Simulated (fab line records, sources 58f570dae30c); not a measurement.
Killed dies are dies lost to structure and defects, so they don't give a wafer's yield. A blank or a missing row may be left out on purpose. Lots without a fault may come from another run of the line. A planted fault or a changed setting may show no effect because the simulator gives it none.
Tool commonality check | flow berkeley_cmos170 | 14 lots, 41 wafers sampled

WHY IT WAS OPENED
At UCB170_M1_CD_MEAS_90 the reading cd_nm is flagged on 2 of 14 lots. Wafers without a fault read 700.6 nm, standard deviation 2.
Rule: a lot is flagged when every wafer of it that has a number lies more than 4 standard deviations from that mean, or none has a number. The other lots count as sound.

lot  | measured     | on        | cd_nm (nm), wafer by wafer | flag
L554 | day 6 18:24  | cd_sem-02 | 700.5 702.2 702.2          |
L555 | day 6 22:26  | cd_sem-01 | 700.9 700.9 698.9          |
L556 | day 7 13:01  | cd_sem-01 | 700.3 704.1 701.1          |
L559 | day 7 20:16  | cd_sem-02 | 700.4 699.8 702.4          |
L560 | day 7 20:43  | cd_sem-02 | 701.3 702.6 703.7          |
L561 | day 7 21:50  | cd_sem-02 | 702.8 702.2 700.8          |
L563 | day 8 14:02  | cd_sem-01 | 702.7 705.6 704.9          |
L564 | day 8 20:15  | cd_sem-01 | 702.8 703.4 700.0          |
L566 | day 9 06:08  | cd_sem-01 | 703.5 700.6 701.2          |
L570 | day 10 16:55 | cd_sem-02 | 686.9 687.3                | FLAGGED
L571 | day 10 19:49 | cd_sem-02 | 702.1 702.7 701.9          |
L573 | day 10 20:25 | cd_sem-02 | 690.2 689.3 691.4          | FLAGGED
L576 | day 11 16:40 | cd_sem-02 | 699.4 697.4 699.7          |
L577 | day 12 06:40 | cd_sem-01 | 697.7 699.6 698.8          |
The numbers of the flagged lots are 689.0 nm on average: -11.6 nm against the usual, or -6 standard deviations.

WHICH TOOL RAN EACH LOT
The record holds 2 process steps before the reading, out of a route of 331 steps. In each cell: the tool, then ch and the chambers that the sampled wafers went through, then the start.
lot  | flag    | UCB170_M1_METAL_ETCH_12           | UCB170_M1_STRIP_13
L554 |         | rie_metal-01 ch 0,1, day 6 18:10  | plasma_asher-02 ch 0,1, day 6 18:18
L555 |         | rie_metal-02 ch 0,1, day 6 22:11  | plasma_asher-04 ch 0,1, day 6 22:19
L556 |         | rie_metal-04 ch 0,1, day 7 12:47  | plasma_asher-02 ch 0,1, day 7 12:55
L559 |         | rie_metal-02 ch 0,1, day 7 20:02  | plasma_asher-01 ch 0,1, day 7 20:10
L560 |         | rie_metal-04 ch 0,1, day 7 20:29  | plasma_asher-04 ch 0,1, day 7 20:37
L561 |         | rie_metal-02 ch 0,1, day 7 21:37  | plasma_asher-02 ch 0,1, day 7 21:44
L563 |         | rie_metal-02 ch 0,1, day 8 13:48  | plasma_asher-01 ch 0,1, day 8 13:56
L564 |         | rie_metal-04 ch 0,1, day 8 20:00  | plasma_asher-01 ch 0,1, day 8 20:07
L566 |         | rie_metal-02 ch 0,1, day 9 05:51  | plasma_asher-04 ch 0,1, day 9 05:59
L570 | FLAGGED | rie_metal-02 ch 1, day 10 16:41   | plasma_asher-01 ch 0, day 10 16:49
L571 |         | rie_metal-01 ch 0,1, day 10 19:35 | plasma_asher-04 ch 0,1, day 10 19:43
L573 | FLAGGED | rie_metal-02 ch 0,1, day 10 20:11 | plasma_asher-01 ch 0,1, day 10 20:18
L576 |         | rie_metal-01 ch 0,1, day 11 16:26 | plasma_asher-02 ch 0,1, day 11 16:34
L577 |         | rie_metal-04 ch 0,1, day 12 06:26 | plasma_asher-01 ch 0,1, day 12 06:34
What these steps do:
- UCB170_M1_METAL_ETCH_12: etches Al in Cl2/BCl3, stops on PSG, target depth 780 nm, time 130 s.
- UCB170_M1_STRIP_13: strips in O2.
- UCB170_M1_CD_MEAS_90: target cd 700 nm.

FLAGGED OVER TOTAL, TOOL BY TOOL (the gauges that took the reading come last)
step                    | tool            | lots run | flagged | share of the flagged lots | sound lots run after its first flagged lot
UCB170_M1_METAL_ETCH_12 | rie_metal-01    | 3        | 0       | none                      | -
UCB170_M1_METAL_ETCH_12 | rie_metal-02    | 7        | 2       | all                       | 0
UCB170_M1_METAL_ETCH_12 | rie_metal-04    | 4        | 0       | none                      | -
UCB170_M1_STRIP_13      | plasma_asher-01 | 6        | 2       | all                       | 1 (L577)
UCB170_M1_STRIP_13      | plasma_asher-02 | 4        | 0       | none                      | -
UCB170_M1_STRIP_13      | plasma_asher-04 | 4        | 0       | none                      | -
UCB170_M1_CD_MEAS_90    | cd_sem-01       | 6        | 0       | none                      | -
UCB170_M1_CD_MEAS_90    | cd_sem-02       | 8        | 2       | all                       | 2 (L571,L576)

WHAT THE TABLE ALLOWS
3 rows of the table ran every flagged lot: rie_metal-02 at UCB170_M1_METAL_ETCH_12, plasma_asher-01 at UCB170_M1_STRIP_13, cd_sem-02 at UCB170_M1_CD_MEAS_90.
- rie_metal-02 at UCB170_M1_METAL_ETCH_12: 2 of its 7 lots flagged. Its last sound lot is L566 (day 9 05:51), its first flagged lot L570 (day 10 16:41): a fault that began between those two fits.
- plasma_asher-01 at UCB170_M1_STRIP_13: 2 of its 6 lots flagged. Sound lots ran on it after the first flagged one (L577), which a lasting fault on the whole tool wouldn't allow. Its own readings lie more than 4 standard deviations out on every wafer of the flagged lots: oes_product_au.
- cd_sem-02 at UCB170_M1_CD_MEAS_90: 2 of its 8 lots flagged. Sound lots ran on it after the first flagged one (L571, L576), which a lasting fault on the whole tool wouldn't allow.
One tool is left: rie_metal-02 at UCB170_M1_METAL_ETCH_12.

WHAT THE SIMULATOR HAD PUT IN
Process parameter drift: rie_metal-02, from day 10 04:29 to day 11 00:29, at UCB170_M1_METAL_ETCH_12. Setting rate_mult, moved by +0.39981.
Lots struck among those shown: L570, L573. The rule above found the same.
